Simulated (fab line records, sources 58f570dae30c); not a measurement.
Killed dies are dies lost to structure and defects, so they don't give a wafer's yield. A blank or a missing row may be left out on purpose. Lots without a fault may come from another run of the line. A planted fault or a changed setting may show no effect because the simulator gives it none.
Problem report in the 8D (eight disciplines) form, filled by code | flow berkeley_cmos170 | the parts of the form that need people (team, actions taken, sign-off) are left out

1. THE PROBLEM
run_length_s at UCB170_M2_METAL_ETCH_18 reads a mean of 252.8 s on 6 wafers of 2 lots; wafers without a fault read 223.6 s with a standard deviation of 1.1. That is +27 standard deviations from the usual mean.
The step: etches Al in Cl2/BCl3, stops on SiO2, target depth 1170 nm, time 195 s.
First seen on wafer L735.1, day 12 16:18, on rie_metal-01. The record holds 42 wafers of 14 lots with a number at this step. Rule for "out", or "out of limits": more than 4 standard deviations from the usual mean. The other wafers with a number count as sound.

2. WHAT IT IS AND WHAT IT IS NOT
question                    | is                           | is not
which readings at this step | run_length_s, oes_product_au | drypump_motor_current_A, throttle_valve_pct
which lots                  | L735, L737                   | L716, L718, L719, L721, L722, L723, L724, L725, L726, L728, L736, L738
which wafers of those lots  | all that have a number       | -
read on which tools         | rie_metal-01                 | rie_metal-02, rie_metal-04
when                        | from day 12 16:18            | up to then (30 sound wafers); but 6 sound wafers of L736, L738 came after

3. SUSPECTS, AND WHAT RULES EACH OUT
Counting: a tool at a process step up to the reading stays a suspect if it ran every lot that is out and no sound lot after the first of them.
- rie_metal-01 at UCB170_M2_METAL_ETCH_18 (etches Al in Cl2/BCl3, stops on SiO2, target depth 1170 nm, time 195 s): kept. It ran every lot that is out, first L735 (day 12 16:18), and no sound lot after that; its last sound lot up to then is L725 (day 11 05:20). Its own readings are out on those wafers: oes_product_au, run_length_s.
Left after counting: rie_metal-01 at UCB170_M2_METAL_ETCH_18.

4. THE CAUSE (what the simulator had put in)
Process parameter drift: rie_metal-01, from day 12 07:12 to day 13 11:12, at UCB170_M2_METAL_ETCH_18. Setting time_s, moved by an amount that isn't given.
Counting left only this tool.

5. THE CHAIN OF EFFECTS, in route order
Each row: a reading whose mean over the struck wafers that have a number lies more than 3 standard deviations from the usual. Only readings for which the record gives a usual standard deviation are gone through. hours: the time from each lot's start at the first step in this table that gives one to its start at this step, as a median over the lots. sigmas: the change in usual standard deviations.
hours | step                    | reading        | usual      | on struck wafers | change | sigmas
0     | UCB170_M2_METAL_ETCH_18 | oes_product_au | 0.843 a.u. | 0.774            | -0.069 | -4.9
0     | UCB170_M2_METAL_ETCH_18 | run_length_s   | 223.6 s    | 252.8            | +29.2  | +27
0     | UCB170_M2_STRIP_19      | oes_product_au | 0.545 a.u. | 0.428            | -0.117 | -6.5
The process steps in it:
- UCB170_M2_METAL_ETCH_18: etches Al in Cl2/BCl3, stops on SiO2, target depth 1170 nm, time 195 s.
- UCB170_M2_STRIP_19: strips in O2.

6. WHAT WOULD HAVE CAUGHT IT SOONER
In this record the first reading out of limits was taken at day 12 16:18, 9 hours after the fault began at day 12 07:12.
